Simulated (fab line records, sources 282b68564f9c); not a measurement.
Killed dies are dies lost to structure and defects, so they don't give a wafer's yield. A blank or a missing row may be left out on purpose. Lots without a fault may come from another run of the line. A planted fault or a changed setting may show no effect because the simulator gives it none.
fab line records | flow rit_cmos
record lots=14 wafers=42 last_day=7
route steps=202 shown NRETRO@61 M1@202
lots that met no fault: from a run of the same line without faults
start_h: hours from the record's first day to the start of the lot's first wafer shown | wait_h: hours since the lot's step before | " the same as in the row above | L1.1+2: a row that stands for several wafers | - no value, or no start given | * or withheld: withheld | < > ~ a bound
route shown NAME@n: a module of which the file shows steps, and the number in the route of the first | usual: mean/standard deviation of fault-free wafers | same: alike in all rows | chamber/n: place in a boat | sites: the reading at each site | _std_site: their standard deviation | _edge_site: outer sites' mean less inner sites' | radius_mm: how far each site lies from the wafer's centre | mask NAME#n: copy n | behind: the tool/chamber that last shaped the wafer | hold: why the lot was held/for how many hours/how that ended | device: the transistor (n, p or np) that didn't switch | end of line: the same wafers' tests at the end of the route | a step without rows: its recipe alone | killed: dies lost to structure and defects at the first sort, not the wafer's yield | map: a wafer's dies, x killed, . not, _ none there
set.NAME: the setting as run; set.NAME@STEP: as run at that earlier step | model.NAME: the simulator's own value behind a step, which no gauge read
steps of the route over a sample of lots; a table a step, a row a wafer
services: from which hour (start_h, from the record's first day; less than 0 if before it) a tool's chamber was out of use, for how many hours, and why
## steps
# step RIT_NRETRO_IMPLANT_08
# recipe species=P energy_kev=70 dose_cm2=1e+13 tilt_deg=7
# usual beam_on_s=10.00/0.18 dose_ions_cm2=1.0002e+13/1.2e+10 faraday_current_uA=31.7/0.56
# columns lot.wafer tool chamber start_h wait_h beam_on_s dose_ions_cm2 faraday_current_uA
L250.4 implanter-04 0 31.16 0.2 9.84 1e+13 32.1
L250.5 " 0 " " 9.94 1.0001e+13 31.9
L250.6 " 0 " " 10.24 1.001e+13 30.8
L251.4 implanter-02 0 36.58 0.2 9.97 9.991e+12 31.7
L251.5 " 0 " " 9.70 1.0016e+13 32.8
L251.6 " 0 " " 9.64 1.0009e+13 32.9
L253.2 implanter-01 0 46.65 0.2 9.94 9.987e+12 31.7
L253.4 " 0 " " 10.04 9.985e+12 31.7
L253.5 " 0 " " 10.06 9.992e+12 31.5
L254.1 implanter-02 0 51.83 0.2 10.12 9.983e+12 31.3
L254.2 " 0 " " 10.09 9.995e+12 31.4
L254.4 " 0 " " 10.19 9.993e+12 31.1
L255.1 implanter-04 0 57.08 0.2 10.19 9.997e+12 31.2
L255.2 " 0 " " 10.45 9.995e+12 30.3
L255.4 " 0 " " 10.02 9.998e+12 31.6
L257.3 implanter-04 0 70.94 0.2 9.71 9.99e+12 32.5
L257.5 " 0 " " 9.99 1e+13 31.8
L257.6 " 0 " " 10.13 1.0011e+13 31.2
L258.2 implanter-01 0 74.88 0.2 9.99 9.999e+12 31.8
L258.4 " 0 " " 10.29 1.0005e+13 30.9
L258.6 " 0 " " 10.04 9.995e+12 31.5
L259.2 implanter-02 0 78.69 0.2 10.03 1.0004e+13 31.5
L259.5 " 0 " " 9.82 1.0009e+13 32.3
L259.6 " 0 " " 10.17 9.996e+12 31.3
L262.3 implanter-01 0 93.47 0.2 9.95 8.802e+12 28.1
L262.4 " 0 " " 9.63 8.793e+12 28.9
L262.5 " 0 " " 9.89 8.804e+12 28.1
L264.1 implanter-02 0 102.27 0.2 9.74 9.995e+12 32.5
L264.3 " 0 " " 9.91 1.0001e+13 31.9
L264.4 " 0 " " 9.94 9.993e+12 31.9
L265.1 implanter-01 0 107.77 0.2 10.15 8.817e+12 27.4
L265.2 " 0 " " 10.20 8.798e+12 27.4
L265.5 " 0 " " 9.66 8.805e+12 28.7
L270.2 implanter-04 0 130.39 0.2 9.87 9.999e+12 32.0
L270.4 " 0 " " 9.86 9.996e+12 32.1
L270.5 " 0 " " 9.96 9.993e+12 31.8
L272.1 implanter-02 0 141.34 0.2 9.88 9.998e+12 32.1
L272.3 " 0 " " 10.27 1.0016e+13 30.9
L272.6 " 0 " " 9.81 1.0014e+13 32.3
L273.2 implanter-02 0 146.50 0.2 10.02 1.0007e+13 31.6
L273.5 " 0 " " 9.90 1.0019e+13 32.1
L273.6 " 0 " " 10.14 1.0016e+13 31.2
# step RIT_NRETRO_TW_MEAS_10
# usual NRETRO_TW=1046/4.7
# columns lot.wafer tool chamber start_h wait_h hold NRETRO_TW
L250.4 film_metro-01 - 31.44 0.1 - 1043
L250.5 " - " " - 1045
L250.6 " - " " - 1041
L251.4 film_metro-03 - 36.86 0.1 - 1045
L251.5 " - " " - 1043
L251.6 " - " " - 1041
L253.2 film_metro-03 - 46.96 0.1 - 1045
L253.4 " - " " - 1040
L253.5 " - " " - 1044
L254.1 film_metro-03 - 52.16 0.1 - 1038
L254.2 " - " " - 1046
L254.4 " - " " - 1040
L255.1 film_metro-02 - 57.40 0.1 - 1034
L255.2 " - " " - 1039
L255.4 " - " " - 1047
L257.3 film_metro-01 - 71.23 0.1 - 1052
L257.5 " - " " - 1048
L257.6 " - " " - 1053
L258.2 film_metro-02 - 75.19 0.1 - 1036
L258.4 " - " " - 1043
L258.6 " - " " - 1035
L259.2 film_metro-01 - 79.00 0.1 - 1047
L259.5 " - " " - 1053
L259.6 " - " " - 1045
L262.3 film_metro-02 - 93.77 0.1 await_dispo/0.2h/release 992
L262.4 " - " " await_dispo/0.2h/release 996
L262.5 " - " " await_dispo/0.2h/release 1001
L262.3 film_metro-02 - 93.99 0.2 - 994
L262.4 " - " " - 997
L262.5 " - " " - 993
L264.1 film_metro-03 - 102.60 0.1 - 1047
L264.3 " - " " - 1046
L264.4 " - " " - 1047
L265.1 film_metro-03 - 108.10 0.1 await_dispo/0.2h/release 1004
L265.2 " - " " await_dispo/0.2h/release 1005
L265.5 " - " " await_dispo/0.2h/release 1002
L265.1 film_metro-03 - 108.44 0.3 - 1015
L265.2 " - " " - 999
L265.5 " - " " - 1000
L270.2 film_metro-02 - 130.70 0.1 - 1050
L270.4 " - " " - 1047
L270.5 " - " " - 1051
L272.1 film_metro-02 - 141.67 0.1 - 1048
L272.3 " - " " - 1046
L272.6 " - " " - 1056
L273.2 film_metro-01 - 146.81 0.1 - 1054
L273.5 " - " " - 1046
L273.6 " - " " - 1043
# step RIT_M1_PROBE_99
# usual killed_at_contacts=0.0/0.22 killed_at_front_end=6.6/3 killed_dies=6.6/3 killed_open=3.4/2 killed_short=3.2/2
# same gross_dies=264 killed_at_M0_to_M3=0 killed_at_M4_up=0 killed_at_back_side=0 killed_at_other=0
# columns lot.wafer tool chamber start_h wait_h killed_at_contacts killed_at_front_end killed_dies killed_open killed_short
L262.3 prober-01 - 128.48 0.2 0 1 1 0 1
L262.4 prober-01 - 128.53 0.2 0 7 7 3 4
L262.5 prober-01 - 128.58 0.2 0 5 5 3 2
L265.1 prober-01 - 145.35 0.1 0 5 5 4 1
L265.2 prober-01 - 145.40 0.1 0 3 3 1 2
L265.5 prober-01 - 145.55 0.2 1 14 15 8 7
# killed by level:class
L262.3 GATE:geometric_particle:short=1
L262.4 GATE:geometric_particle:open=3 GATE:geometric_particle:short=2 FOX1:geometric_particle:short=1 REOX:geometric_particle:short=1
L262.5 GATE:geometric_particle:open=2 GATE:geometric_particle:short=1 REOX:geometric_particle:short=1 SPACER:geometric_particle:open=1
L265.1 FOX1:geometric_particle:open=2 GATE:geometric_particle:open=1 GATE:geometric_particle:short=1 SPACER:geometric_particle:open=1
L265.2 GATE:geometric_particle:short=2 GATE:geometric_particle:open=1
L265.5 GATE:geometric_particle:short=7 GATE:geometric_particle:open=3 SILICIDE:geometric_particle:open=2 FOX1:geometric_particle:open=1 REOX:geometric_particle:open=1 CONTACT:geometric_particle:open=1
## services
# columns tool chamber start_h hours kind
implanter-01 - 22.80 2.8 repair
implanter-02 - 95.61 5.9 pm
implanter-04 - 135.25 3.4 pm
implanter-04 - 140.59 3.8 repair
## key
first_sign step=RIT_NRETRO_IMPLANT_08 reading=dose_ions_cm2 direction=down sigmas=99+ usual=1.0002e+13 struck=8.803e+12
effect step=RIT_NRETRO_IMPLANT_08 reading=faraday_current_uA direction=down sigmas=6.4 usual=31.7 struck=28.1
effect step=RIT_NRETRO_TW_MEAS_10 reading=visit direction=added
effect step=RIT_NRETRO_TW_MEAS_10 reading=NRETRO_TW direction=down sigmas=9.7 usual=1046 struck=1000
met_at RIT_NRETRO_IMPLANT_08
struck_lots L262,L265
tester_left_out L262,L265
onset_between 74.88 93.47
fault kind=process_parameter_drift tool=implanter-01 chamber=- onset_h=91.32 steps=RIT_NRETRO_IMPLANT_08 channel=dose_cm2 offset=-1.2e+12 shape=step end_h=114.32 acts_in=these_recipes_only stated=1e+13
# tester_left_out: of these lots the tester's yield and bins aren't shown, on N5 and GAA mostly nor the transistor test; their killed dies are dies lost to structure and defects alone, not to doping, threshold or leakage, so they don't give the yield
